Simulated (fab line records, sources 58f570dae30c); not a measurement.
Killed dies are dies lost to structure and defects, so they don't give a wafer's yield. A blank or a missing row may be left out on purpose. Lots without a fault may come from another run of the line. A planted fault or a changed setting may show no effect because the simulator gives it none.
Split-lot experiment | flow berkeley_cmos170 | 5 lots, 23 wafers read, on a route of 331 steps

THE SPLIT
At UCB170_BACKSIDE_STRIP_03 (strips in O2), the setting power_w was moved away from the recipe's 400 W on 6 of the 23 wafers read, by +3.2% to +8.9%. The other wafers ran this setting at the recipe's value.

The reading is taken at the split's own step.

THE READING
oes_product_au, in a.u., at UCB170_BACKSIDE_STRIP_03 (strips in O2). Fault-free wafers of this fab line usually give 0.734 a.u., standard deviation 0.0039 a.u..

wafer  | tool, chamber at the split | power_w as run, W | against the recipe | oes_product_au, a.u. | against lot-mates on the recipe
L075.2 | plasma_asher-03, 1         | 400               | recipe             | 0.734                | -
L075.3 | plasma_asher-03, 1         | 400               | recipe             | 0.738                | -
L075.4 | plasma_asher-03, 0         | 400               | recipe             | 0.731                | -
L075.5 | plasma_asher-03, 1         | 400               | recipe             | 0.731                | -
L075.6 | plasma_asher-03, 0         | 400               | recipe             | 0.729                | -
L076.2 | plasma_asher-01, 1         | 400               | recipe             | 0.733                | -
L076.3 | plasma_asher-01, 0         | 400               | recipe             | 0.740                | -
L076.4 | plasma_asher-01, 1         | 400               | recipe             | 0.730                | -
L076.5 | plasma_asher-01, 0         | 423.3             | +5.8%              | 0.758                | +0.024
L076.6 | plasma_asher-01, 1         | 423.3             | +5.8%              | 0.756                | +0.022
L078.1 | plasma_asher-01, 0         | 412.8             | +3.2%              | 0.752                | +0.021
L078.3 | plasma_asher-01, 0         | 400               | recipe             | 0.732                | -
L078.4 | plasma_asher-01, 1         | 400               | recipe             | 0.727                | -
L078.5 | plasma_asher-01, 1         | 400               | recipe             | 0.735                | -
L078.6 | plasma_asher-01, 0         | 412.8             | +3.2%              | 0.744                | +0.013
L080.1 | plasma_asher-03, 1         | 400               | recipe             | 0.735                | -
L080.2 | plasma_asher-03, 0         | 400               | recipe             | 0.732                | -
L080.5 | plasma_asher-03, 1         | 400               | recipe             | 0.723                | -
L085.1 | plasma_asher-03, 1         | 435.5             | +8.9%              | 0.764                | +0.031
L085.2 | plasma_asher-03, 0         | 400               | recipe             | 0.730                | -
L085.4 | plasma_asher-03, 0         | 400               | recipe             | 0.732                | -
L085.5 | plasma_asher-03, 0         | 400               | recipe             | 0.736                | -
L085.6 | plasma_asher-03, 1         | 435.5             | +8.9%              | 0.765                | +0.032

THE FIT
A straight line over all 23 wafers: oes_product_au changes by +0.00387 a.u. for each +1% of power_w; r = +0.95; the points scatter about the line by 0.004 a.u..
The same after taking each lot's own level away (the mean of its wafers on the recipe; 23 wafers): +0.00376 a.u. for each +1%; r = +0.95; scatter 0.0039 a.u..
On that fit, the largest move of power_w shifts the reading by 0.033 a.u..
The lots' own levels span 0.7300 to 0.7343 a.u., that is 1.1 times the standard deviation above.
So the lot-to-lot level changes the slope little: the two slopes agree.
Check: with one of the wafers moved furthest among these (+8.9%) left out of the fit, the line predicts +0.0348 a.u. for it against its lot-mates. It came out at +0.0313 a.u. against them.
Tool readings at the split's step, against how far the setting was moved: oes_product_au r = +0.95; strip_time_to_endpoint_s r = -0.99.

OTHER SPLITS ON THESE WAFERS
These wafers also went through other splits before the reading. Each is held against what the fit with the lots' levels taken away leaves over:
other split on the same wafers   | wafers away from the commonest value | r with oes_product_au (lot level and that fit taken away)
UCB170_PVT_IMPLANT_07 energy_kev | 11                                   | -0.07
UCB170_GATE_CVD_04 temp_c        | 10                                   | -0.20
UCB170_PLDD_IMPLANT_09 dose_cm2  | 9                                    | -0.03
UCB170_PSD_IMPLANT_08 energy_kev | 8                                    | -0.15
UCB170_NSD_IMPLANT_08 dose_cm2   | 8                                    | +0.02

THE WHOLE CHAIN: every reading that the file lists as answering this split, in the file's order
step                     | what it does | reading                  | change (the file's fit)                   | r (the file's)
UCB170_BACKSIDE_STRIP_03 | strips in O2 | oes_product_au           | +0.00378 a.u. for each +1% of the setting | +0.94
UCB170_BACKSIDE_STRIP_03 | strips in O2 | strip_time_to_endpoint_s | withheld for each +1% of the setting      | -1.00

THE FILE'S OWN FIT
oes_product_au changes by +0.00378 a.u. for each +1% of power_w, r = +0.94.
